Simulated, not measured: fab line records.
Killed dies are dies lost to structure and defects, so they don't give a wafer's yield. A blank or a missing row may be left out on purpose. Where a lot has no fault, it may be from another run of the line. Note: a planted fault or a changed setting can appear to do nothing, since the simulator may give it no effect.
Which of the tools did it? -- flow rit-cmos -- 39 wafers from 13 lots sampled at 5 of the route's 202 steps

## WHAT EACH GAUGE READ, for each wafer
RIT_ACTIVE_BOW_MEAS_00. Usual: for INCOMING_BOW the level is 0 um and the standard deviation is 6.4.
lot,measured,on,INCOMING_BOW (um),flag
L550,day 1 15:02,film-metro-04,3 13 -1,
L551,day 1 20:02,film-metro-04,0 1 2,
L552,day 2 01:00,film-metro-02,-2 0 5,
L553,day 2 06:00,film-metro-03,4 13 -2,
L554,day 2 11:00,film-metro-02,7 -12 -15,
L557,day 3 02:00,film-metro-02,0 7 6,
L560,day 3 17:00,film-metro-02,-6 -3 -2,
L562,day 4 03:02,film-metro-03,-2 3 -1,
L563,day 4 08:00,film-metro-04,-4 -2 4,
L566,day 4 23:01,film-metro-02,-4 7 -1,
L567,day 5 04:01,film-metro-03,0 4 7,
L569,day 5 14:02,film-metro-03,13 4 11,
L570,day 5 19:01,film-metro-03,-4 -7 12,

RIT_ACTIVE_CD_MEAS_11: the cd target is 1400 nm. Usual: 1400.4 nm for cd-nm, sd 2.1.
lot,measured,on,cd-nm (nm),flag
L550,day 1 19:54,cd-sem-01,1399.0 1399.1 1396.6,
L551,day 2 02:05,cd-sem-01,1399.7 1399.3 1399.0,
L552,day 2 07:54,cd-sem-01,1400.1 1397.7 1398.9,
L553,day 2 12:50,cd-sem-01,1403.1 1401.3 1400.9,
L554,day 2 16:01,cd-sem-02,1396.1 1396.8 1398.9,
L557,day 3 07:20,cd-sem-01,1402.3 1400.0 1399.7,
L560,day 3 21:34,cd-sem-01,1398.2 1399.9 1399.4,
L562,day 4 09:13,cd-sem-02,1403.6 1402.3 1402.0,
L563,day 4 12:34,cd-sem-01,1401.7 1402.3 1401.0,
L566,day 5 04:31,cd-sem-02,1397.3 1397.8 1398.5,
L567,day 5 11:35,cd-sem-02,1399.9 1399.4 1398.2,
L569,day 5 18:52,cd-sem-02,1401.0 1400.6 1399.7,
L570,day 6 01:38,cd-sem-02,1400.3 1402.3 1401.4,

RIT_CONTACT_THK_MEAS_01. Usual: for CONTACT_TEOS_THK the level is 400 nm and the standard deviation is 4.8.
lot,measured,on,CONTACT_TEOS_THK (nm),flag
L550,day 3 20:14,film-metro-02,396 407 408,
L551,day 3 20:42,film-metro-01,396 401 401,
L552,day 4 01:20,film-metro-01,399 404 404,
L553,day 4 08:55,film-metro-02,395 402 401,
L554,day 4 09:26,film-metro-02,392 397 401,
L557,day 5 06:50,film-metro-01,398 400 403,
L560,day 5 19:41,film-metro-02,393 398 397,
L562,day 6 02:27,film-metro-02,562 401 565,OFF
L563,day 6 08:36,film-metro-02,386 392 404,
L566,day 6 22:35,film-metro-01,395 388 397,
L567,day 7 05:55,film-metro-01,403 394 402,
L569,day 7 08:55,film-metro-01,399 402 405,
L570,day 7 17:28,film-metro-02,404 407 404,

RIT_CONTACT_OVL_MEAS_09. Usual: for CONTACT_OVL the level is 0.6 nm and the standard deviation is 1.1.
lot,measured,on,CONTACT_OVL (nm),flag
L550,day 3 21:36,overlay-01,2.2 1.4 3.0,
L551,day 3 22:10,overlay-01,1.5 2.9 0.8,
L552,day 4 02:29,overlay-02,1.1 -1.0 -0.2,
L553,day 4 10:15,overlay-02,2.4 1.1 2.1,
L554,day 4 10:43,overlay-02,1.2 0.3 -0.6,
L557,day 5 08:07,overlay-02,1.9 0.6 1.1,
L560,day 5 20:50,overlay-01,1.8 0.5 0.0,
L562,day 6 03:43,overlay-01,0.9 0.4 0.4,
L563,day 6 09:46,overlay-02,-0.7 -0.1 0.3,
L566,day 6 23:51,overlay-01,-0.3 -2.0 1.6,
L567,day 7 07:03,overlay-01,-1.4 0.2 2.1,
L569,day 7 10:10,overlay-02,-1.5 -1.2 -0.9,
L570,day 7 18:43,overlay-02,1.0 0.6 2.0,

## TOOL THAT RAN EACH LOT (tool first, then ch and the chambers of the sampled wafers, then the start)
lot,RIT_CONTACT_CVD_00
L550,"pecvd-01 ch 0,1, day 3 20:10"
L551,"pecvd-03 ch 1,2, day 3 20:38"
L552,"pecvd-02 ch 0,1,2, day 4 01:17"
L553,"pecvd-01 ch 0,1,2, day 4 08:52"
L554,"pecvd-03 ch 0,1, day 4 09:23"
L557,"pecvd-02 ch 1,2, day 5 06:47"
L560,"pecvd-03 ch 0,2, day 5 19:38"
L562,"pecvd-01 ch 0,1, day 6 02:23"
L563,"pecvd-03 ch 0,1,2, day 6 08:33"
L566,"pecvd-03 ch 0,1, day 6 22:31"
L567,"pecvd-02 ch 0,1, day 7 05:51"
L569,"pecvd-03 ch 0,1,2, day 7 08:50"
L570,"pecvd-02 ch 0,1,2, day 7 17:24"
- RIT_CONTACT_CVD_00: deposits SiO2 from TEOS, target thk 400 nm, time 61 s.

## WHAT THE TOOLS THEMSELVES READ (means of the sampled wafers that have a number; where no wafer has one, the mark that the record gives instead)
RIT_CONTACT_CVD_00. Usual: heater-power-w 313 W, standard deviation 50; rf-fwd-power-W 397.3 W, standard deviation 1.4.
lot,tool,heater-power-w (W),rf-fwd-power-W (W),flag
L550,pecvd-01,276,396.0,
L551,pecvd-03,311,399.4,
L552,pecvd-02,314,398.1,
L553,pecvd-01,321,397.8,
L554,pecvd-03,291,396.1,
L557,pecvd-02,311,398.4,
L560,pecvd-03,267,397.0,
L562,pecvd-01,310,397.9,
L563,pecvd-03,301,397.1,
L566,pecvd-03,262,397.5,
L567,pecvd-02,309,398.5,
L569,pecvd-03,310,396.3,
L570,pecvd-02,310,397.6,

## THE ANSWER, worked out from the rows above alone
Rule: a lot counts as off when the mean over its wafers that have a number is more than 3 standard deviations away from the usual mean. Also off: a lot with no number at a reading for which 4 or more lots have one. Any other lot the step has rows for is counted as sound. Order of review: gauges by route order, followed by the tools' own readings, for which a lot's mean as printed above is used. At the first step where some lot is off, the reading lying furthest off is the one used; lots without a number count as furthest.
Off: at RIT_CONTACT_THK_MEAS_01 (CONTACT_TEOS_THK), L562.
A tool fits if, at a process step before that reading, it ran every lot that is off, and no sound lot after the first of them. Gauges at RIT_CONTACT_THK_MEAS_01: tried the same way as those tools. One fits: RIT_CONTACT_CVD_00 on pecvd-01. Its last sound lot is L553 (day 4 08:52), its first lot that is off L562 (day 6 02:23): a fault that began between those two fits.

## WHAT THE SIMULATOR HAD INSERTED
pecvd-01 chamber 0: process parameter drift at RIT_CONTACT_CVD_00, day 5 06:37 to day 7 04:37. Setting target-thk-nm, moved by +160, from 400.
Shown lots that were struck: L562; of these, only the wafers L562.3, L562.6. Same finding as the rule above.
